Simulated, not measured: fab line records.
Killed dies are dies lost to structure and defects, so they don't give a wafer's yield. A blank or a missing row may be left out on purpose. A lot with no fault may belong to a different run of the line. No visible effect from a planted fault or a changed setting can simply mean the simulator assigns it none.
fab line records | flow berkeleyCmos170
record lots=5 | wafers=15 | lastDay=12
route steps=331 shown V1@260 M2@271 M3@331
lots untouched by any fault: they come from a run of this same line in which no faults occurred
startH: start of the lot's first displayed wafer, in hours after the record's first day | waitH: hours from the lot's prior step to this one | " same as the row above | L1.1+2: one row covering several wafers at once | - no value, or no start was given | * or withheld: withheld | < > ~ a bound
route shown NAME@n: NAME is a module with steps in the file, n the number in the route of the first one | usual: mean/standard deviation taken from wafers without a fault | same: alike in all rows | chamber/n: place in a boat | sites: readings site by site | _std_site: how widely they spread, as a standard deviation | _edge_site: mean of outer sites minus mean of inner sites | radiusMm: how far each site lies from the wafer's centre | mask NAME#n: copy n | behind: the last tool/chamber to shape the wafer | hold: what put the lot on hold/how long, in hours/how the hold closed | device: the transistor (n, p or np) that didn't switch | end of line: the route-end tests of the same wafers | step lacking rows: just its recipe | killed: dies that structure and defects cost at the first sort, which is not the same as the wafer's yield | map: a wafer's dies, marking killed ones x, the rest . and places with no die _
set.NAME: setting as actually run; set.NAME@STEP: the setting as run at that earlier step | model.NAME: the simulator's own value behind a step, which no gauge read
lots seen at some steps along the route; tables by step, rows by wafer
services: a tool's chamber out of use, with start hour (startH, from the record's first day; less than 0 if before it), hours out, and reason
## steps
# step UCB170_V1_HMDS_06
# recipe primeTimeS=60 | primeTempC=100
# step UCB170_V1_COAT_07
# recipe resist=KrF | spinRpm=1500 | resistThkNm=900
# step UCB170_V1_SOFTBAKE_08
# recipe resist=KrF | tempC=130 | timeS=60
# step UCB170_V1_EXPOSE_09
# recipe maskId=VIA1 | targetCdNm=700 | na=0.5 | sigmaOuter=0.6 | sourceShape=conventional | doseMj=36.69
# step UCB170_V1_PEB_10
# recipe pebTempC=130 | pebTimeS=withheld | resist=KrF
# step UCB170_V1_DEVELOP_11
# recipe developer=TMAH | developTimeS=45 | resist=KrF | devTempC=21
# step UCB170_V1_CD_MEAS_12
# recipe targetCdNm=700
# usual cdNm=699.9/0.98
lot.wafer | tool     | chamber | startH | waitH | cdNm
L194.3    | cdSem-02 | -       | 159.62 | -     | 700.5
L194.5    | "        | -       | "      | "     | 700.0
L194.6    | "        | -       | "      | "     | 700.5
L196.1    | cdSem-01 | -       | 166.41 | -     | 698.5
L196.2    | "        | -       | "      | "     | 698.1
L196.3    | "        | -       | "      | "     | 698.3
L207.1    | cdSem-01 | -       | 226.17 | -     | 700.4
L207.4    | "        | -       | "      | "     | 700.2
L207.5    | "        | -       | "      | "     | 698.5
L210.1    | cdSem-02 | -       | 248.48 | -     | 699.3
L210.3    | "        | -       | "      | "     | 698.9
L210.4    | "        | -       | "      | "     | 698.7
L216.1    | cdSem-02 | -       | 268.15 | -     | 699.7
L216.3    | "        | -       | "      | "     | 699.9
L216.4    | "        | -       | "      | "     | 699.4
# step UCB170_V1_OVL_MEAS_13
# usual V1_OVL=2/5.2
lot.wafer | tool       | chamber | startH | waitH | V1_OVL[nm]
L194.3    | overlay-02 | -       | 159.71 | 0.1   | -4
L194.5    | "          | -       | "      | "     | -6
L194.6    | "          | -       | "      | "     | -10
L196.1    | overlay-01 | -       | 166.53 | 0.1   | 12
L196.2    | "          | -       | "      | "     | 12
L196.3    | "          | -       | "      | "     | 6
L207.1    | overlay-02 | -       | 226.29 | 0.1   | -1
L207.4    | "          | -       | "      | "     | -1
L207.5    | "          | -       | "      | "     | -3
L210.1    | overlay-02 | -       | 248.60 | 0.1   | -5
L210.3    | "          | -       | "      | "     | 2
L210.4    | "          | -       | "      | "     | -7
L216.1    | overlay-02 | -       | 268.27 | 0.1   | 3
L216.3    | "          | -       | "      | "     | 3
L216.4    | "          | -       | "      | "     | 5
# step UCB170_V1_ETCH_14
# recipe chemistry=CHF3/CF4/Ar | target=SiO2 | stopOn=Al | CHF3_flow_sccm=45 | cf4FlowSccm=15 | Ar_flow_sccm=150 | pressureMtorr=200 | rfW=700 | targetDepthA=12500 | overEtchFrac=0.25 | timeS=291
# usual drypumpMotorCurrentA=5.8/0.35 | oesProductAu=0.872/0.009 | throttleValvePct=6.95/0.082
# same overEtchFrac=0.25
lot.wafer | tool       | chamber | startH | waitH | drypumpMotorCurrentA | oesProductAu | rfHoursCounterH | throttleValvePct
L194.3    | rieDiel-01 | 2       | 159.73 | 0.0   | 5.6                  | 0.878        | 146             | 7.02
L194.5    | "          | 2       | "      | "     | 5.6                  | 0.873        | -               | 7.01
L194.6    | "          | 3       | "      | "     | 5.8                  | 0.867        | -               | 6.96
L196.1    | rieDiel-01 | 1       | 166.57 | 0.0   | 5.9                  | 0.876        | 18              | 6.98
L196.2    | "          | 0       | "      | "     | 5.6                  | 0.871        | 0               | 6.89
L196.3    | "          | 2       | "      | "     | 5.6                  | 0.870        | 147             | 7.02
L207.1    | rieDiel-01 | 3       | 226.32 | 0.0   | 5.8                  | 0.868        | 12              | 6.97
L207.4    | "          | 0       | "      | "     | 5.6                  | 0.879        | 3               | 6.88
L207.5    | "          | 2       | "      | "     | 5.6                  | 0.888        | -               | 7.04
L210.1    | rieDiel-02 | 0       | 248.64 | 0.0   | 5.9                  | 0.872        | 105             | 7.11
L210.3    | "          | 3       | "      | "     | 6.4                  | 0.853        | 51              | 6.94
L210.4    | "          | 1       | "      | "     | 6.2                  | 0.871        | 8               | 6.94
L216.1    | rieDiel-02 | 2       | 268.31 | 0.0   | 6.4                  | 0.879        | 95              | 6.75
L216.3    | "          | 1       | "      | "     | 6.1                  | 0.872        | 9               | 6.96
L216.4    | "          | 0       | "      | "     | 5.9                  | 0.870        | 106             | 7.12
# step UCB170_V1_STRIP_15
# recipe chemistry=O2 | powerW=400 | pressureMtorr=3500 | platenTempC=withheld | o2FlowSccm=400 | overashFraction=0.5
# usual drypumpMotorCurrentA=5.6/0.54 | oesProductAu=0.722/0.0041 | stripTimeToEndpointS=15.28/0.16
lot.wafer | tool           | chamber | startH | waitH | drypumpMotorCurrentA | oesProductAu | rfHoursCounterH | stripTimeToEndpointS
L194.3    | plasmaAsher-02 | 1       | 159.94 | 0.1   | 5.4                  | 0.723        | -               | 15.38
L194.5    | "              | 0       | "      | "     | 6.3                  | 0.731        | -               | 15.42
L194.6    | "              | 1       | "      | "     | 5.4                  | 0.720        | -               | 15.13
L196.1    | plasmaAsher-04 | 0       | 166.75 | 0.1   | 5.8                  | 0.719        | 39              | 15.14
L196.2    | "              | 1       | "      | "     | 4.8                  | 0.724        | 39              | 15.66
L196.3    | "              | 0       | "      | "     | 5.8                  | 0.731        | -               | 15.38
L207.1    | plasmaAsher-04 | 1       | 226.50 | 0.1   | 4.8                  | 0.722        | 46              | 15.06
L207.4    | "              | 0       | "      | "     | 5.8                  | 0.727        | -               | 15.53
L207.5    | "              | 1       | "      | "     | 4.8                  | 0.723        | -               | 15.52
L210.1    | plasmaAsher-02 | 1       | 248.82 | 0.1   | 5.4                  | 0.712        | 54              | 15.22
L210.3    | "              | 0       | "      | "     | 6.3                  | 0.722        | -               | 15.16
L210.4    | "              | 1       | "      | "     | 5.4                  | 0.725        | -               | 15.17
L216.1    | plasmaAsher-02 | 0       | 268.49 | 0.1   | 6.2                  | 0.715        | 55              | 15.32
L216.3    | "              | 0       | "      | "     | 6.3                  | 0.723        | -               | 15.22
L216.4    | "              | 1       | "      | "     | 5.4                  | 0.724        | -               | 15.23
# step UCB170_V1_CD_MEAS_90
# recipe targetCdNm=700
# usual cdNm=700.3/1.2
lot.wafer | tool     | chamber | startH | waitH | cdNm
L194.3    | cdSem-02 | -       | 160.05 | 0.1   | 699.9
L194.5    | "        | -       | "      | "     | 699.8
L194.6    | "        | -       | "      | "     | 701.4
L196.1    | cdSem-01 | -       | 166.85 | 0.1   | 698.5
L196.2    | "        | -       | "      | "     | 698.2
L196.3    | "        | -       | "      | "     | 698.1
L207.1    | cdSem-01 | -       | 226.60 | 0.1   | 701.7
L207.4    | "        | -       | "      | "     | 701.0
L207.5    | "        | -       | "      | "     | 698.8
L210.1    | cdSem-02 | -       | 249.08 | 0.2   | 699.5
L210.3    | "        | -       | "      | "     | 699.1
L210.4    | "        | -       | "      | "     | 699.7
L216.1    | cdSem-01 | -       | 268.59 | 0.1   | 699.6
L216.3    | "        | -       | "      | "     | 699.7
L216.4    | "        | -       | "      | "     | 699.1
# step UCB170_M2_PRE_CLEAN_00
# recipe gas=Ar | precleanEtchTimeS=60
# step UCB170_M2_SPUTTER_01
# recipe material=Al | targetThkNm=900 | timeS=120 | powerW=6000 | chamberPressurePa=0.5
# usual chamberPressurePa=0.4999/0.0011 | throttleValvePct=29.9/1.3
lot.wafer | tool          | chamber | startH | waitH | chamberPressurePa | throttleValvePct | model.Al_of_M2_SPUTTER_01.thkNm
L194.3    | pvdSputter-01 | -       | 160.20 | 0.0   | 0.4993            | 32.0             | 890.6
L194.5    | "             | -       | "      | "     | 0.4992            | 32.2             | 897.7
L194.6    | "             | -       | "      | "     | 0.5028            | 26.9             | 924.6
L196.1    | pvdSputter-04 | -       | 167.03 | 0.0   | 0.4990            | 30.9             | 900.5
L196.2    | "             | -       | "      | "     | 0.4988            | 29.6             | 901.2
L196.3    | "             | -       | "      | "     | 0.5004            | 28.5             | 887
L207.1    | pvdSputter-04 | -       | 226.79 | 0.0   | 0.4987            | 28.4             | 900.8
L207.4    | "             | -       | "      | "     | 0.4978            | 29.8             | 906.7
L207.5    | "             | -       | "      | "     | 0.4990            | 29.9             | 911.5
L210.1    | pvdSputter-01 | -       | 249.27 | 0.0   | 0.5000            | 29.9             | 902.8
L210.3    | "             | -       | "      | "     | 0.4976            | 32.0             | 447.1
L210.4    | "             | -       | "      | "     | 0.5018            | 26.8             | 912
L216.1    | pvdSputter-04 | -       | 268.77 | 0.0   | 0.4992            | 28.1             | 903.2
L216.3    | "             | -       | "      | "     | 0.4994            | 30.9             | 907.7
L216.4    | "             | -       | "      | "     | 0.4987            | 29.6             | 899.6
# step UCB170_M2_RS_MEAS_02
# recipe thkMeasGauge=four-point-probe | reads=Al_of_M2_SPUTTER_01
# usual M2_AL_RS=0.0322/0.00039
lot.wafer | tool         | chamber | startH | waitH | hold                    | M2_AL_RS[ohm/sq]
L194.3    | filmMetro-01 | -       | 160.32 | 0.1   | -                       | 0.0326
L194.5    | "            | -       | "      | "     | -                       | 0.0322
L194.6    | "            | -       | "      | "     | -                       | 0.0313
L196.1    | filmMetro-03 | -       | 167.12 | 0.0   | -                       | 0.0321
L196.2    | "            | -       | "      | "     | -                       | 0.0321
L196.3    | "            | -       | "      | "     | -                       | 0.0326
L207.1    | filmMetro-03 | -       | 226.87 | 0.0   | -                       | 0.0321
L207.4    | "            | -       | "      | "     | -                       | 0.0319
L207.5    | "            | -       | "      | "     | -                       | 0.0317
L210.1    | filmMetro-03 | -       | 249.35 | 0.0   | awaitDispo/0.2h/release | 0.0321
L210.3    | "            | -       | "      | "     | awaitDispo/0.2h/release | 0.0655
L210.4    | "            | -       | "      | "     | awaitDispo/0.2h/release | 0.0317
L210.1    | filmMetro-03 | -       | 249.64 | 0.3   | -                       | 0.0321
L210.3    | "            | -       | "      | "     | -                       | 0.0655
L210.4    | "            | -       | "      | "     | -                       | 0.0317
L216.1    | filmMetro-03 | -       | 268.86 | 0.0   | -                       | 0.0320
L216.3    | "            | -       | "      | "     | -                       | 0.0318
L216.4    | "            | -       | "      | "     | -                       | 0.0322
# step UCB170_M2_THK_MEAS_03
# recipe thkMeasGauge=xrf | reads=Al_of_M2_SPUTTER_01
# usual M2_AL_THK=896/13
lot.wafer | tool         | chamber | startH | waitH | hold                    | M2_AL_THK[nm]
L194.3    | filmMetro-01 | -       | 160.42 | 0.1   | -                       | 886
L194.5    | "            | -       | "      | "     | -                       | 888
L194.6    | "            | -       | "      | "     | -                       | 917
L196.1    | filmMetro-03 | -       | 167.24 | 0.1   | -                       | 897
L196.2    | "            | -       | "      | "     | -                       | 897
L196.3    | "            | -       | "      | "     | -                       | 885
L207.1    | filmMetro-03 | -       | 226.99 | 0.1   | -                       | 896
L207.4    | "            | -       | "      | "     | -                       | 899
L207.5    | "            | -       | "      | "     | -                       | 905
L210.1    | filmMetro-03 | -       | 253.66 | 4.0   | awaitDispo/0.2h/release | 896
L210.3    | "            | -       | "      | "     | awaitDispo/0.2h/release | 446
L210.4    | "            | -       | "      | "     | awaitDispo/0.2h/release | 905
L210.1    | filmMetro-03 | -       | 253.99 | 0.3   | -                       | 903
L210.3    | "            | -       | "      | "     | -                       | 446
L210.4    | "            | -       | "      | "     | -                       | 912
L216.1    | filmMetro-03 | -       | 268.98 | 0.1   | -                       | 896
L216.3    | "            | -       | "      | "     | -                       | 906
L216.4    | "            | -       | "      | "     | -                       | 899
# step UCB170_M2_COAT_05
# recipe resist=KrF | spinRpm=1500 | resistThkNm=900
# step UCB170_M2_SOFTBAKE_06
# recipe resist=KrF | tempC=130 | timeS=60
# step UCB170_M2_STRIP_07
# recipe chemistry=O2 | powerW=400 | pressureMtorr=3500 | platenTempC=withheld | o2FlowSccm=400 | overashFraction=0.5
# usual drypumpMotorCurrentA=5.6/0.51 | oesProductAu=0.734/0.0047 | stripTimeToEndpointS=21.93/0.058
lot.wafer | tool           | chamber | startH | waitH | drypumpMotorCurrentA | oesProductAu | rfHoursCounterH | stripTimeToEndpointS
L194.3    | plasmaAsher-02 | 0       | 160.94 | 0.1   | 6.3                  | 0.735        | -               | 21.96
L194.5    | "              | 0       | "      | "     | 6.3                  | 0.735        | -               | 21.89
L194.6    | "              | 1       | "      | "     | 5.4                  | 0.730        | -               | 21.96
L196.1    | plasmaAsher-02 | 1       | 167.75 | 0.1   | 5.4                  | 0.736        | 46              | 21.87
L196.2    | "              | 0       | "      | "     | 6.3                  | 0.730        | 46              | 21.95
L196.3    | "              | 0       | "      | "     | 6.3                  | 0.731        | -               | 21.88
L207.1    | plasmaAsher-04 | 0       | 227.50 | 0.1   | 5.8                  | 0.735        | 46              | 21.92
L207.4    | "              | 0       | "      | "     | 5.8                  | 0.725        | -               | 21.92
L207.5    | "              | 1       | "      | "     | 4.8                  | 0.733        | -               | 21.95
L210.1    | plasmaAsher-02 | 1       | 260.18 | 0.1   | 5.4                  | 0.739        | 54              | 21.93
L210.3    | "              | 0       | "      | "     | 6.3                  | 0.735        | -               | 21.94
L210.4    | "              | 1       | "      | "     | 5.4                  | 0.734        | -               | 21.95
L216.1    | plasmaAsher-01 | 0       | 269.66 | 0.1   | 5.2                  | 0.743        | 58              | 21.91
L216.3    | "              | 0       | "      | "     | 5.2                  | 0.738        | -               | 21.95
L216.4    | "              | 1       | "      | "     | 6.1                  | 0.736        | -               | 22.03
# step UCB170_M2_STRIP_08
# recipe chemistry=DMSO | tempC=80 | timeS=600 | material=KrF
# step UCB170_M2_COAT_09
# recipe resist=BARC | tempC=withheld | timeS=withheld | spinRpm=3000 | resistThkNm=withheld
# step UCB170_M2_COAT_10
# recipe resist=KrF | spinRpm=1500 | resistThkNm=900
# step UCB170_M2_SOFTBAKE_11
# recipe resist=KrF | tempC=130 | timeS=60
# step UCB170_M2_EXPOSE_12
# recipe maskId=METAL2 | targetCdNm=700 | na=0.5 | sigmaOuter=0.6 | sourceShape=conventional | doseMj=26
# step UCB170_M2_PEB_13
# recipe pebTempC=130 | pebTimeS=withheld | resist=KrF
# step UCB170_M2_DEVELOP_14
# recipe developer=TMAH | developTimeS=45 | resist=KrF | devTempC=21
# step UCB170_M2_CD_MEAS_15
# recipe targetCdNm=700
# usual cdNm=699.9/1.2
lot.wafer | tool     | chamber | startH | waitH | cdNm
L194.3    | cdSem-01 | -       | 162.19 | -     | 699.9
L194.5    | "        | -       | "      | "     | 699.8
L194.6    | "        | -       | "      | "     | 700.0
L196.1    | cdSem-02 | -       | 169.28 | -     | 701.9
L196.2    | "        | -       | "      | "     | 700.7
L196.3    | "        | -       | "      | "     | 701.3
L207.1    | cdSem-01 | -       | 228.97 | -     | 700.1
L207.4    | "        | -       | "      | "     | 699.9
L207.5    | "        | -       | "      | "     | 700.7
L210.1    | cdSem-02 | -       | 261.30 | -     | 699.5
L210.3    | "        | -       | "      | "     | 699.9
L210.4    | "        | -       | "      | "     | 701.0
L216.1    | cdSem-02 | -       | 271.39 | -     | 698.3
L216.3    | "        | -       | "      | "     | 699.2
L216.4    | "        | -       | "      | "     | 698.0
# step UCB170_M2_OVL_MEAS_16
# usual M2_OVL=3/5.3
lot.wafer | tool       | chamber | startH | waitH | M2_OVL[nm]
L194.3    | overlay-02 | -       | 162.28 | 0.1   | -1
L194.5    | "          | -       | "      | "     | 4
L194.6    | "          | -       | "      | "     | 0
L196.1    | overlay-02 | -       | 169.40 | 0.1   | 8
L196.2    | "          | -       | "      | "     | 7
L196.3    | "          | -       | "      | "     | 7
L207.1    | overlay-01 | -       | 229.09 | 0.1   | 8
L207.4    | "          | -       | "      | "     | 1
L207.5    | "          | -       | "      | "     | 7
L210.1    | overlay-01 | -       | 261.42 | 0.1   | 0
L210.3    | "          | -       | "      | "     | -3
L210.4    | "          | -       | "      | "     | 1
L216.1    | overlay-01 | -       | 271.51 | 0.1   | 7
L216.3    | "          | -       | "      | "     | 21
L216.4    | "          | -       | "      | "     | 5
# step UCB170_M2_ETCH_17
# recipe chemistry=N2/H2 | targetDepthA=withheld | overetchA=withheld | target=BARC | timeS=withheld | sourceW=500 | biasW=100 | pressureMtorr=30 | n2FlowSccm=100 | h2FlowSccm=200
# usual drypumpMotorCurrentA=5.92/0.29 | oesProductAu=0.996/0.029 | throttleValvePct=13.30/0.14
lot.wafer | tool       | chamber | startH | waitH | drypumpMotorCurrentA | oesProductAu | throttleValvePct
L194.3    | rieDiel-01 | 1       | 162.31 | 0.0   | 5.88                 | 1.039        | 13.53
L194.5    | "          | 2       | "      | "     | 5.64                 | 0.997        | 13.27
L194.6    | "          | 1       | "      | "     | 5.91                 | 1.030        | 13.53
L196.1    | rieDiel-03 | 2       | 169.43 | 0.0   | 6.07                 | 0.988        | 13.24
L196.2    | "          | 0       | "      | "     | 5.59                 | 0.957        | 13.25
L196.3    | "          | 3       | "      | "     | 5.75                 | 0.995        | 13.30
L207.1    | rieDiel-03 | 3       | 229.13 | 0.0   | 5.78                 | 0.998        | 13.29
L207.4    | "          | 3       | "      | "     | 5.77                 | 0.985        | 13.29
L207.5    | "          | 0       | "      | "     | 5.55                 | 0.954        | 13.25
L210.1    | rieDiel-03 | 0       | 261.45 | 0.0   | 5.56                 | 0.946        | 13.25
L210.3    | "          | 1       | "      | "     | 6.37                 | 0.923        | 13.21
L210.4    | "          | 3       | "      | "     | 5.78                 | 1.010        | 13.30
L216.1    | rieDiel-03 | 1       | 271.54 | 0.0   | 6.37                 | 0.922        | 13.21
L216.3    | "          | 2       | "      | "     | 6.04                 | 0.992        | 13.26
L216.4    | "          | 3       | "      | "     | 5.76                 | 1.001        | 13.30
# step UCB170_M2_METAL_ETCH_18
# recipe chemistry=Cl2/BCl3 | target=Al | stopOn=SiO2 | pressureMtorr=12 | targetDepthA=11700 | overEtchFrac=0.3 | timeS=195 | icpW=608.1 | biasW=120 | Cl2_flow_sccm=90 | bcl3FlowSccm=45
# usual drypumpMotorCurrentA=5.6/0.53 | oesProductAu=0.857/0.015 | throttleValvePct=24.4/0.38
# same overEtchFrac=0.3
lot.wafer | tool        | chamber | startH | waitH | drypumpMotorCurrentA | oesProductAu | rfHoursCounterH | throttleValvePct
L194.3    | rieMetal-01 | 1       | 162.41 | -     | 5.2                  | 0.840        | -               | 23.8
L194.5    | "           | 1       | "      | "     | 5.2                  | 0.841        | -               | 23.8
L194.6    | "           | 0       | "      | "     | 5.6                  | 0.881        | -               | 24.5
L196.1    | rieMetal-04 | 1       | 169.48 | -     | 6.6                  | 0.839        | 7               | 24.7
L196.2    | "           | 0       | "      | "     | 5.6                  | 0.870        | 4               | 24.6
L196.3    | "           | 1       | "      | "     | 6.6                  | 0.828        | -               | 24.7
L207.1    | rieMetal-02 | 0       | 229.17 | -     | 4.9                  | 0.882        | 4               | 24.9
L207.4    | "           | 1       | "      | "     | 5.8                  | 0.885        | -               | 24.3
L207.5    | "           | 1       | "      | "     | 5.8                  | 0.872        | -               | 24.3
L210.1    | rieMetal-02 | 0       | 261.50 | -     | 4.9                  | 0.878        | 5               | 24.9
L210.3    | "           | 0       | "      | "     | 4.9                  | 0.630        | -               | 25.0
L210.4    | "           | 1       | "      | "     | 5.7                  | 0.881        | -               | 24.3
L216.1    | rieMetal-01 | 1       | 271.58 | -     | 5.2                  | 0.853        | 14              | 23.8
L216.3    | "           | 1       | "      | "     | 5.2                  | 0.840        | -               | 23.8
L216.4    | "           | 0       | "      | "     | 5.6                  | 0.858        | -               | 24.5
# step UCB170_M2_STRIP_19
# recipe chemistry=O2 | powerW=400 | pressureMtorr=3500 | platenTempC=withheld | o2FlowSccm=400 | overashFraction=0.5
# usual drypumpMotorCurrentA=5.6/0.52 | oesProductAu=0.532/0.021
lot.wafer | tool           | chamber | startH | waitH | drypumpMotorCurrentA | oesProductAu | rfHoursCounterH
L194.3    | plasmaAsher-04 | 1       | 162.57 | 0.1   | 4.8                  | 0.562        | -
L194.5    | "              | 0       | "      | "     | 5.8                  | 0.559        | -
L194.6    | "              | 1       | "      | "     | 4.8                  | 0.530        | -
L196.1    | plasmaAsher-01 | 1       | 169.66 | 0.1   | 6.1                  | 0.504        | 47
L196.2    | "              | 0       | "      | "     | 5.2                  | 0.525        | 47
L196.3    | "              | 0       | "      | "     | 5.1                  | 0.501        | -
L207.1    | plasmaAsher-02 | 1       | 229.36 | 0.1   | 5.4                  | 0.514        | 52
L207.4    | "              | 1       | "      | "     | 5.4                  | 0.534        | -
L207.5    | "              | 0       | "      | "     | 6.3                  | 0.540        | -
L210.1    | plasmaAsher-01 | 0       | 261.68 | 0.1   | 5.2                  | 0.529        | 56
L210.3    | "              | 1       | "      | "     | 6.1                  | 0.522        | -
L210.4    | "              | 0       | "      | "     | 5.1                  | 0.529        | -
L216.1    | plasmaAsher-01 | 0       | 271.77 | 0.1   | 5.2                  | 0.565        | 58
L216.3    | "              | 1       | "      | "     | 6.1                  | 0.567        | -
L216.4    | "              | 0       | "      | "     | 5.2                  | 0.547        | -
# step UCB170_M3_PROBE_99
lot.wafer | tool      | chamber | startH | waitH | model.etest.antennaM2.gateLog10ACm2 | model.etest.antennaM2.vtShiftV
L194.3    | prober-01 | -       | 169.76 | 0.2   | -8.046                              | -0.0102
L194.5    | prober-01 | -       | 169.86 | 0.2   | -7.993                              | -0.009513
L194.6    | prober-01 | -       | 169.91 | 0.2   | -7.601                              | -0.01915
L196.1    | prober-01 | -       | 176.00 | 0.1   | -7.737                              | -0.01843
L196.2    | prober-01 | -       | 176.05 | 0.1   | -7.577                              | -0.01251
L196.3    | prober-01 | -       | 176.10 | 0.2   | -7.636                              | -0.01818
L207.4    | prober-02 | -       | 235.65 | 0.2   | -7.772                              | -0.01114
L207.5    | prober-02 | -       | 235.70 | 0.2   | -7.835                              | -0.01367
L210.1    | prober-02 | -       | 266.79 | 0.1   | -8.193                              | -0.01412
L210.3    | prober-02 | -       | 266.89 | 0.2   | -7.638                              | -0.02307
L216.1    | prober-01 | -       | 278.11 | 0.1   | -7.831                              | -0.01432
L216.3    | prober-01 | -       | 278.21 | 0.2   | -8.084                              | -0.01092
L216.4    | prober-01 | -       | 278.26 | 0.2   | -7.869                              | -0.01185
# killed by level:class
L194.3 SPACER:geometricParticle:short=2 ACTIVE:geometricParticle:open=1 SILICIDE:geometricParticle:open=1 M2:geometricParticle:short=1 V2:geometricParticle:short=1 NWELL:areaEtch=1
L194.5 V2:geometricParticle:open=2 FIELD:geometricParticle:short=1 GATE:geometricParticle:short=1 SPACER:geometricParticle:open=1 M3:geometricParticle:short=1
L194.6 V1:geometricParticle:short=1 NWELL:areaEtch=1
L196.1 WELLDRIVE:geometricParticle:short=1 GATE:geometricParticle:open=1 SPACER:geometricParticle:short=1 M3:geometricParticle:short=1
L196.2 WELLDRIVE:geometricParticle:open=1 M2:geometricParticle:short=1
L196.3 GATE:geometricParticle:short=1 V1:geometricParticle:open=1
L207.4 SPACER:geometricParticle:open=1 SILICIDE:geometricParticle:open=1 ACTIVE:areaEtch=1
L207.5 SILICIDE:geometricParticle:open=1
L216.1 PLDD:coatMicrobubblePrinted=1
L216.3 ACTIVE:areaEtch=3 SPACER:geometricParticle:open=1 SILICIDE:geometricParticle:short=1
L216.4 SCREENOX:geometricParticle:short=1 M2:geometricParticle:short=1
## services
tool           | chamber | startH | hours | kind
rieDiel-02     | -       | 137.97 | 0.4   | repair
rieMetal-01    | 1       | 139.28 | 2.6   | repair
rieDiel-02     | 0       | 143.24 | 6.6   | repair
rieDiel-03     | 2       | 153.25 | 12.3  | repair
rieDiel-02     | 2       | 158.73 | 5.1   | repair
rieDiel-01     | 3       | 165.64 | 4.1   | repair
plasmaAsher-02 | -       | 169.02 | 2.8   | pm
rieDiel-01     | 2       | 180.28 | -     | clean
rieDiel-01     | 2       | 180.28 | 31.7  | scheduledDown
rieDiel-01     | 2       | 180.28 | 31.7  | ventCycle
rieDiel-03     | 1       | 191.26 | 13.5  | repair
pvdSputter-04  | -       | 198.17 | 0.8   | repair
rieMetal-02    | 1       | 201.67 | -     | clean
rieMetal-02    | 1       | 201.67 | 22.7  | scheduledDown
rieMetal-02    | 1       | 201.67 | 22.7  | ventCycle
rieDiel-03     | 1       | 204.78 | -     | clean
rieDiel-03     | 1       | 204.78 | 26.4  | scheduledDown
rieDiel-03     | 1       | 204.78 | 26.4  | ventCycle
rieDiel-03     | 3       | 207.22 | 7.3   | repair
rieMetal-04    | 0       | 225.68 | 30.9  | repair
pvdSputter-04  | -       | 240.57 | 9.5   | repair
pvdSputter-01  | -       | 250.77 | 2.3   | repair
plasmaAsher-02 | -       | 252.87 | 4.3   | pm
pvdSputter-04  | -       | 259.82 | 3.4   | repair
## key
firstSign step=UCB170_M2_RS_MEAS_02 | reading=visit | direction=added
effect step=UCB170_M2_RS_MEAS_02 | reading=M2_AL_RS | direction=up | sigmas=84 | usual=0.0322 | struck=0.0655
effect step=UCB170_M2_THK_MEAS_03 | reading=visit | direction=added
effect step=UCB170_M2_THK_MEAS_03 | reading=M2_AL_THK | direction=down | sigmas=35 | usual=896 | struck=446
effect step=UCB170_M2_METAL_ETCH_18 | reading=oesProductAu | direction=down | sigmas=15 | usual=0.857 | struck=0.630
modelEffect step=UCB170_M2_SPUTTER_01 | value=Al_of_M2_SPUTTER_01.thkNm | without=889.5 | struck=447.1
modelEffect step=UCB170_M3_PROBE_99 | value=etest.antennaM2.gateLog10ACm2 | without=-8.053 | struck=-7.638
metAt UCB170_M2_SPUTTER_01
struckWafers L210.3
sortLeftOut L210.3
onsetBetween 160.20 249.27
fault kind=processParameterDrift | tool=pvdSputter-01 | chamber=- | onsetH=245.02 | steps=UCB170_M2_SPUTTER_01 | channel=timeS | offset=* | shape=step | endH=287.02 | actsIn=* | stated=* | scope=struckWafersOnly
# sortLeftOut: the simulated sort isn't trusted on such a fault, so these wafers' sort isn't shown, and their yield isn't known
